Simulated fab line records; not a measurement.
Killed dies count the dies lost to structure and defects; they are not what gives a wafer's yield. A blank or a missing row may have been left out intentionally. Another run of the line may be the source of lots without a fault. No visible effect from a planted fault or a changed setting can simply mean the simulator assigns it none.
2 desks, one fault ; flow rit cmos ; what lay behind the numbers comes last; until then each desk has only its own

== THE TOOL OWNER'S DESK: plasma asher-04 ==
The tool's own readings at RIT_NLDD_STRIP_09 (strips in O2, time 180 s): means of the sampled wafers that have a number, for each lot that ran on this tool. Any lot whose mean is over 4 standard deviations away from the usual mean is out of limits and marked OUT; that distance is given in the brackets.
Columns: A = drypump motor current A at RIT_NLDD_STRIP_09, usual 5.5 A; B = run length s at RIT_NLDD_STRIP_09, usual 208.2 s
lot;first seen here;A;B
L797;day 3 00:25;5.8;207.9
L802;day 4 01:10;5.5;208.2
L803;day 4 05:16;5.3;207.9
L807;day 5 02:02;6.0;208.0
L808;day 5 10:35;5.5;207.7
L809;day 5 13:19;5.6;72.3 (-99 or more) OUT
This desk finds L809 out of limits, L809 being first, at day 5 13:19 (run length s at RIT_NLDD_STRIP_09). Within limits: L797, L802, L803, L807, L808.

== THE METROLOGY DESK ==
What the gauges read, lot by lot, whatever tool the lot ran on: means of the sampled wafers that have a number. Any lot whose mean is over 4 standard deviations away from the usual mean is out of limits and marked OUT; that distance is given in the brackets.
Columns: A = PLDD_TW at RIT_PLDD_TW_MEAS_10, usual 2346
lot;first seen here;A
L797;day 3 02:08;2340
L798;day 3 10:52;2339
L799;day 3 12:39;2326
L800;day 3 18:18;2351
L801;day 3 22:28;2330
L802;day 4 02:46;2346
L803;day 4 06:52;2341
L804;day 4 14:50;2346
L805;day 4 22:17;2344
L807;day 5 03:39;2361
L808;day 5 12:11;2349
L809;day 5 15:00;30 (-99 or more) OUT
L819;day 7 20:32;2355
This desk reports L809 out of limits; the earliest was L809 at day 5 15:00 (PLDD_TW at RIT_PLDD_TW_MEAS_10). Within limits: L797, L798, L799, L800, L801, L802, L803, L804, L805, L807, L808, L819.

== PUT TOGETHER ==
The tool owner's desk could have raised an alarm at day 5 13:19, on L809.
The metrology desk could have raised an alarm at day 5 15:00, on L809.
On plasma asher-04, each named lot ran RIT_NLDD_STRIP_09.

== WHAT THE SIMULATOR PUT IN ==
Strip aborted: plasma asher-04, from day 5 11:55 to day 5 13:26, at RIT_NLDD_STRIP_09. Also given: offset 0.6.
Lots struck among those shown: L809.
Time in hours from fault onset to the first out-of-limits reading at each desk: tool owner's desk 1, metrology desk 3.
